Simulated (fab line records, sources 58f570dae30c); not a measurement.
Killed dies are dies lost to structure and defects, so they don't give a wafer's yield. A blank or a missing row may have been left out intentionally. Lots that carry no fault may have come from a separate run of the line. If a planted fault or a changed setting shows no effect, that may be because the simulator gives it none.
Which tool is to blame? | flow berkeley cmos170 | 14 lots, 42 wafers sampled, at 6 steps of a route of 331

WHAT THE GAUGES READ, wafer by wafer
UCB170_M1_THK_MEAS_02: measures by xrf.
lot  | measured     | on            | M1_AL_THK (nm)
L418 | day 6 17:35  | film metro-04 | 602 596 603
L420 | day 7 03:10  | film metro-04 | 599 611 604
L419 | day 7 03:41  | film metro-02 | 601 610 613
L422 | day 7 07:12  | film metro-03 | 605 605 600
L423 | day 7 07:46  | film metro-02 | 607 619 615
L421 | day 7 09:04  | film metro-03 | 594 606 604
L429 | day 9 09:47  | film metro-03 | 594 585 586
L430 | day 10 01:12 | film metro-04 | 596 597 601
L433 | day 10 18:14 | film metro-04 | 600 603 606
L436 | day 11 00:35 | film metro-02 | 584 591 598
L434 | day 11 00:49 | film metro-03 | 599 602 603
L438 | day 11 18:30 | film metro-04 | 603 602 594
L439 | day 11 18:59 | film metro-02 | 597 593 603
L440 | day 11 19:16 | film metro-03 | 604 603 606

UCB170_M1_CD_MEAS_90: the cd target is 700 nm.
lot  | measured     | on        | cd nm (nm)
L418 | day 6 19:24  | cd sem-01 | 698 700 699
L420 | day 7 04:40  | cd sem-02 | 705 698 711
L419 | day 7 05:10  | cd sem-01 | 699 703 702
L422 | day 7 08:45  | cd sem-02 | 710 708 709
L423 | day 7 09:14  | cd sem-02 | 695 693 694
L421 | day 7 10:35  | cd sem-01 | 706 698 696
L429 | day 9 12:11  | cd sem-02 | 699 697 696
L430 | day 10 02:56 | cd sem-01 | 711 712 703
L433 | day 10 19:42 | cd sem-01 | 704 695 695
L436 | day 11 01:59 | cd sem-01 | 702 697 700
L434 | day 11 02:17 | cd sem-01 | 702 699 702
L438 | day 11 21:24 | cd sem-01 | 696 703 703
L439 | day 11 22:00 | cd sem-01 | 698 697 698
L440 | day 11 22:24 | cd sem-01 | 701 699 697

UCB170_V1_THK_MEAS_01.
lot  | measured     | on            | V1_TEOS_THK (nm)
L418 | day 6 23:50  | film metro-03 | 2054 2066 2050
L420 | day 7 10:43  | film metro-02 | 1956 2011 1996
L419 | day 7 10:49  | film metro-03 | 2034 2050 2032
L422 | day 7 10:52  | film metro-01 | 1955 2009 2034
L423 | day 7 15:59  | film metro-03 | 1977 1982 2010
L421 | day 7 16:04  | film metro-01 | 2003 2017 2062
L429 | day 9 17:38  | film metro-01 | 2000 1999 2055
L430 | day 10 07:32 | film metro-02 | 2024 1998 2016
L433 | day 11 03:44 | film metro-02 | 1977 2026 2010
L436 | day 11 03:45 | film metro-03 | 1996 2035 2035
L434 | day 11 11:59 | film metro-01 | 1988 1977 2010
L438 | day 12 01:04 | film metro-01 | 2002 1996 1995
L439 | day 12 01:08 | film metro-03 | 1998 2027 2021
L440 | day 12 01:14 | film metro-02 | 1969 2021 2000

UCB170_M2_RS_MEAS_02: the measuring method here is four-point-probe.
lot  | measured     | on            | M2_AL_RS (ohm/sq)
L418 | day 7 02:35  | film metro-03 | 0.0315 0.0316 0.0314
L420 | day 7 12:59  | film metro-01 | 0.0322 0.0322 0.0319
L419 | day 7 13:26  | film metro-04 | 0.0322 0.0321 0.0324
L422 | day 7 13:34  | film metro-03 | 0.0319 0.0320 0.0324
L423 | day 7 18:38  | film metro-04 | 0.0325 0.0322 0.0321
L421 | day 7 18:55  | film metro-03 | 0.0318 0.0314 0.0316
L429 | day 9 20:19  | film metro-01 | 0.0450 0.0452 0.0457
L430 | day 10 10:46 | film metro-01 | 0.0442 0.0455 0.0459
L433 | day 11 07:28 | film metro-01 | 0.0320 0.0319 0.0321
L436 | day 11 07:37 | film metro-04 | 0.0329 0.0325 0.0329
L434 | day 11 17:50 | film metro-04 | 0.0326 0.0317 0.0324
L438 | day 12 05:19 | film metro-04 | 0.0325 0.0318 0.0327
L439 | day 12 05:41 | film metro-04 | 0.0315 0.0324 0.0316
L440 | day 12 05:29 | film metro-03 | 0.0318 0.0320 0.0320

UCB170_M2_THK_MEAS_03: measures by xrf.
lot  | measured     | on            | M2_AL_THK (nm)
L418 | day 7 02:41  | film metro-03 | 910 912 911
L420 | day 7 13:06  | film metro-01 | 898 900 908
L419 | day 7 13:32  | film metro-04 | 898 906 894
L422 | day 7 13:41  | film metro-03 | 898 897 886
L423 | day 7 18:45  | film metro-04 | 894 900 909
L421 | day 7 19:02  | film metro-03 | 900 919 910
L429 | day 9 20:26  | film metro-01 | 648 645 638
L430 | day 10 10:52 | film metro-01 | 658 638 632
L433 | day 11 07:35 | film metro-01 | 903 907 901
L436 | day 11 07:43 | film metro-04 | 877 890 884
L434 | day 11 17:56 | film metro-04 | 882 915 882
L438 | day 12 05:26 | film metro-04 | 889 908 890
L439 | day 12 05:48 | film metro-04 | 923 890 924
L440 | day 12 05:35 | film metro-03 | 900 898 897

EACH LOT AND THE TOOL THAT RAN IT (in order: tool; ch and the chambers of the sampled wafers; start)
lot  | UCB170_M2_SPUTTER_01
L418 | pvd sputter-01, day 7 02:28
L420 | pvd sputter-03, day 7 12:53
L419 | pvd sputter-04, day 7 13:19
L422 | pvd sputter-01, day 7 13:29
L423 | pvd sputter-03, day 7 18:33
L421 | pvd sputter-04, day 7 18:49
L429 | pvd sputter-04, day 9 20:13
L430 | pvd sputter-04, day 10 10:37
L433 | pvd sputter-03, day 11 07:23
L436 | pvd sputter-01, day 11 07:30
L434 | pvd sputter-01, day 11 17:44
L438 | pvd sputter-01, day 12 05:14
L439 | pvd sputter-01, day 12 05:35
L440 | pvd sputter-03, day 12 05:21
- UCB170_M2_SPUTTER_01: material Al, target thk 900 nm, time 120 s.

AS READ BY THE TOOLS THEMSELVES (means over the sampled wafers that have a number; for cases with no such wafer, the mark the record gives instead)
UCB170_M2_SPUTTER_01.
lot  | tool           | throttle valve pct (%)
L418 | pvd sputter-01 | 30.4
L420 | pvd sputter-03 | 29.6
L419 | pvd sputter-04 | 30.1
L422 | pvd sputter-01 | 30.2
L423 | pvd sputter-03 | 31.4
L421 | pvd sputter-04 | 29.7
L429 | pvd sputter-04 | 30.1
L430 | pvd sputter-04 | 30.0
L433 | pvd sputter-03 | 29.5
L436 | pvd sputter-01 | 29.7
L434 | pvd sputter-01 | 29.9
L438 | pvd sputter-01 | 29.8
L439 | pvd sputter-01 | 29.0
L440 | pvd sputter-03 | 30.0

THE ANSWER, worked out from the rows above alone
Rule: the lots themselves supply what counts as usual. Put in order of their means at a reading, lots are off if they are a third of the lots or fewer, leave a main group of 4 or more, and stand apart from it by a gap of 3 or more times the standard deviation of the main group's means; of several such gaps the widest counts. A main group is skipped when, at the precision printed for the reading in the tables above, its means are all equal. Also off: a lot with no number at a reading for which 4 or more lots have one. All remaining lots with rows at the step are treated as sound. Order of review: gauges by route order, followed by the tools' own readings, for which a lot's mean as printed above is used. At the first step where some lot is off, the reading lying furthest off is the one used; lots without a number count as furthest.
Off: L429, L430, seen at UCB170_M2_RS_MEAS_02 (M2_AL_RS). Main group: mean 0.0321 ohm/sq, sd 0.00033.
A tool fits if, at a process step before that reading, it ran every lot that is off, and no sound lot after the first of them. The gauges at UCB170_M2_RS_MEAS_02 are tried like those tools. One fits: UCB170_M2_SPUTTER_01 on pvd sputter-04. A fault onset in the window from L421 (day 7 18:49, its last sound lot) to L429 (day 9 20:13, its first lot off) fits.

WHAT HAD BEEN PUT IN BY THE SIMULATOR
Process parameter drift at UCB170_M2_SPUTTER_01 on pvd sputter-04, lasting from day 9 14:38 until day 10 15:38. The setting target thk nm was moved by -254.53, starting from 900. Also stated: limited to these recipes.
Shown lots that were struck: L429, L430. The rule given above showed the same thing.
